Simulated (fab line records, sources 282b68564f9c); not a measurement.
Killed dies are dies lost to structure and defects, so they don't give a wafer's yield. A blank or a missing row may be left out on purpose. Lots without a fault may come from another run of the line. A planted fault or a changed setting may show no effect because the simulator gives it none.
A struck lot beside a sound one | flow rit_cmos | 29 steps out of a route of 202
Sound: wafers L420.2, L420.3, L420.6. Struck: wafers L411.3, L411.5, L411.6. The cause comes at the end.
At each step with rows: each side's tool, then ch and its chambers, then its first start. Under that, the readings that differ: sound wafers | struck wafers | difference of the means | sigmas: that difference in standard deviations of wafers without a fault.
alike: readings whose means differ by less than 2 such deviations, and words and numbers that are the same on both sides. not compared: withheld readings, readings that some wafer has no value for, bounds like >300 that may hide the same value, and numbers for which the record gives no deviation and whose values overlap.
The two part at a step that has a row with sigmas, a row that says differs or no value, or rows on one side only. Numbers that don't overlap but have no deviation are shown without sigmas and don't part them. A reading that every wafer of one side lacks parts them only if that side has two wafers or more.

first, 6 steps without rows for these wafers: RIT_SDANNEAL_CLEAN_00 (cleans in SC1, time 600 s); RIT_SDANNEAL_CLEAN_01 (cleans in dHF, time 30 s); RIT_SDANNEAL_CLEAN_02 (cleans in SC2, time 600 s); RIT_SDANNEAL_RTA_03 (time 5 s); RIT_SILICIDE_WET_ETCH_00 (etches SiO2 in BOE, target depth 14 nm, time 15 s); RIT_SILICIDE_SPUTTER_01 (material Ti, target thk 30 nm, time 240 s).
RIT_SILICIDE_RTA_04: time 10 s, ramp up 5 s, ramp down 5 s.
  sound on rtp_anneal-01 ch 0, day 6 22:58; struck on rtp_anneal-02 ch 0, day 5 00:51
  alike: wafer_temp_C_max
then, 21 steps without rows for these wafers: RIT_SILICIDE_WET_ETCH_05 (etches Ti in SPM, time 120 s); RIT_SILICIDE_RTA_06 (time 10 s, ramp up 5 s, ramp down 10 s); RIT_CONTACT_CVD_00 (deposits SiO2 from TEOS, target thk 400 nm, time 61 s); RIT_CONTACT_HMDS_02 (prime time 60 s); RIT_CONTACT_COAT_03 (resist thk 1000 nm); RIT_CONTACT_SOFTBAKE_04 (time 60 s); RIT_CONTACT_EXPOSE_05 (exposes mask M11, target cd 1000 nm); RIT_CONTACT_PEB_06; RIT_CONTACT_DEVELOP_07 (develop time 120 s); RIT_CONTACT_HARDBAKE_10 (time 60 s); RIT_CONTACT_ETCH_11 (etches SiO2 in CHF3/CF4/Ar, stops on TiSi2, target depth 480 nm, time 320 s); RIT_CONTACT_STRIP_12 (strips in O2, time 180 s); RIT_CONTACT_CLEAN_13 (cleans in SC1, time 600 s); RIT_CONTACT_CLEAN_14 (cleans in SC2, time 600 s); RIT_M1_SPUTTER_00 (material Al, target thk 400 nm, time 500 s); RIT_M1_HMDS_03 (prime time 60 s); RIT_M1_COAT_04 (resist thk 1300 nm); RIT_M1_SOFTBAKE_05 (time 60 s); RIT_M1_EXPOSE_06 (exposes mask M12, target cd 2600 nm); RIT_M1_PEB_07; RIT_M1_DEVELOP_08 (develop time 68 s).
RIT_M1_PROBE_99:
  sound on prober-01, day 7 05:26; struck on prober-02, day 5 08:43
  reading                              | sound             | struck            | difference | sigmas
  model.etest.npoly_line.line_ohm_um   | 167.7 169.5 165.5 | 160.3 156.8 162.9 | -7.6       |
  model.etest.contact_pplus.end_ohm_um | 43.43 45.28 43.59 | 48.49 47.35 48.91 | +4.15      |
  model.etest.contact_nplus.end_ohm_um | 42.29 42.62 41.99 | 43.85 44.01 44.17 | +1.71      |
  model.etest.npoly_line.rs_ohm_sq     | 16.87 17.09 16.96 | 16.08 16.06 16.05 | -0.91      |
  model.etest.ppoly_line.rs_ohm_sq     | 16.48 16.57 16.3  | 15.59 15.57 15.49 | -0.90      |
  model.etest.npoly_sal.rs_ohm_sq      | 4.311 4.343 4.352 | 4.076 4.076 4.09  | -0.255     |
  model.etest.ppoly_sal.rs_ohm_sq      | 4.276 4.303 4.315 | 4.068 4.049 4.056 | -0.240     |
  model.etest.pplus_sal.rs_ohm_sq      | 4.279 4.3 4.284   | 4.041 4.055 4.065 | -0.234     |
  alike: killed_at_contacts, killed_at_front_end, killed_dies, killed_open, killed_short

WHERE THEY PART
Nowhere in this record.

WHY: what the simulator had put in
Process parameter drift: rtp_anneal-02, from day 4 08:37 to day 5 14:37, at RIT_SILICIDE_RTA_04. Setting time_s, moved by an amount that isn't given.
